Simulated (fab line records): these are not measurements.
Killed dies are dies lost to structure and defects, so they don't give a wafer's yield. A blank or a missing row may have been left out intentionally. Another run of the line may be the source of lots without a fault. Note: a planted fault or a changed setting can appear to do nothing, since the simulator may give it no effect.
Which tool is to blame?    flow rit-cmos    14 lots, 42 wafers sampled, at 2 steps of a route of 202

== WHAT EACH GAUGE READ, for each wafer ==
The record holds no reading of a measuring or inspecting step that can be judged against a usual standard deviation.

== EACH LOT AND THE TOOL THAT RAN IT (in order: tool; ch and the chambers of the sampled wafers; start) ==
lot   RIT_NRETRO_COAT_01                RIT_M1_PROBE_99
L305  litho-track-01 ch 0, day 2 10:14  -
L307  litho-track-02 ch 0, day 2 23:52  -
L309  litho-track-01 ch 0, day 3 11:14  -
L311  litho-track-02 ch 0, day 3 16:35  -
L313  litho-track-01 ch 0, day 4 01:13  -
L316  litho-track-02 ch 0, day 4 18:41  prober-02, day 6 01:29
L318  litho-track-03 ch 0, day 5 04:01  -
L319  litho-track-03 ch 0, day 5 09:08  -
L320  litho-track-02 ch 0, day 5 12:29  -
L322  litho-track-02 ch 0, day 5 23:13  -
L323  litho-track-02 ch 0, day 6 04:38  -
L324  litho-track-02 ch 0, day 6 10:28  -
L326  litho-track-03 ch 0, day 6 20:22  -
L327  litho-track-03 ch 0, day 7 01:25  -
- RIT_NRETRO_COAT_01: resist thk 1300 nm.
- RIT_M1_PROBE_99

== WHAT THE TOOLS THEMSELVES READ (means of the sampled wafers that have a number; where no wafer has one, the mark that the record gives instead) ==
RIT_NRETRO_COAT_01. Usual: spin-speed-rpm at 2000.1 rpm, with a standard deviation of 1.3.
lot   tool            spin-speed-rpm (rpm)  flag
L305  litho-track-01  2001.2                
L307  litho-track-02  1998.7                
L309  litho-track-01  2084.2                OFF
L311  litho-track-02  1999.8                
L313  litho-track-01  2083.0                OFF
L316  litho-track-02  2000.7                
L318  litho-track-03  2000.2                
L319  litho-track-03  2001.1                
L320  litho-track-02  2000.4                
L322  litho-track-02  2001.0                
L323  litho-track-02  2000.9                
L324  litho-track-02  2000.8                
L326  litho-track-03  1999.4                
L327  litho-track-03  2002.3                

RIT_M1_PROBE_99. Usual: killed_at_M0_to_M3 0.0, standard deviation 0.12; killed-at-contacts 0.1, standard deviation 0.25; killed-at-front-end 8, standard deviation 3.3; killed-dies 8, standard deviation 3.3; killed-open 3.9, standard deviation 2.1; killed-short 3.8, standard deviation 2.2.
lot   tool       killed_at_M0_to_M3  killed-at-contacts  killed-at-front-end  killed-dies  killed-open  killed-short  flag
L316  prober-02  0.0                 0.0                 7                    7            2.7          4.0           

== THE ANSWER, worked out from the rows above alone ==
Rule: lot off if the mean of its wafers having a number is beyond 3 standard deviations from the usual mean. Also off: a lot with no number at a reading for which 4 or more lots have one. All remaining lots with rows at the step are treated as sound. First the gauges in route order, then the tools' own readings, where a lot's mean is used as printed above. The first step at which some lot is off is used, and at that step the reading that is off furthest; a lot without a number counts as furthest.
Off, at RIT_NRETRO_COAT_01 on spin-speed-rpm: L309, L313.
If a tool, at that step or one of the process steps before it, ran each lot that is off and ran no sound lot following the first of them, it fits. One candidate fits, namely litho-track-01 at RIT_NRETRO_COAT_01. A fault onset in the window from L305 (day 2 10:14, its last sound lot) to L309 (day 3 11:14, its first lot off) fits.
On the lots that are off, the tool's own readings at RIT_NRETRO_COAT_01 differ by more than 5 times the standard deviation of the sound lots' means, which bears it out; spin-speed-rpm reads 2083.6 rpm there versus 2000.5 rpm on the sound lots.

== WHAT WAS PUT IN BY THE SIMULATOR ==
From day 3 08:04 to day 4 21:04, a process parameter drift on litho-track-01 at RIT_NRETRO_COAT_01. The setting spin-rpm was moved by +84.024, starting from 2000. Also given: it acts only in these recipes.
Shown lots that were struck: L309, L313. The rule above reached the same finding.
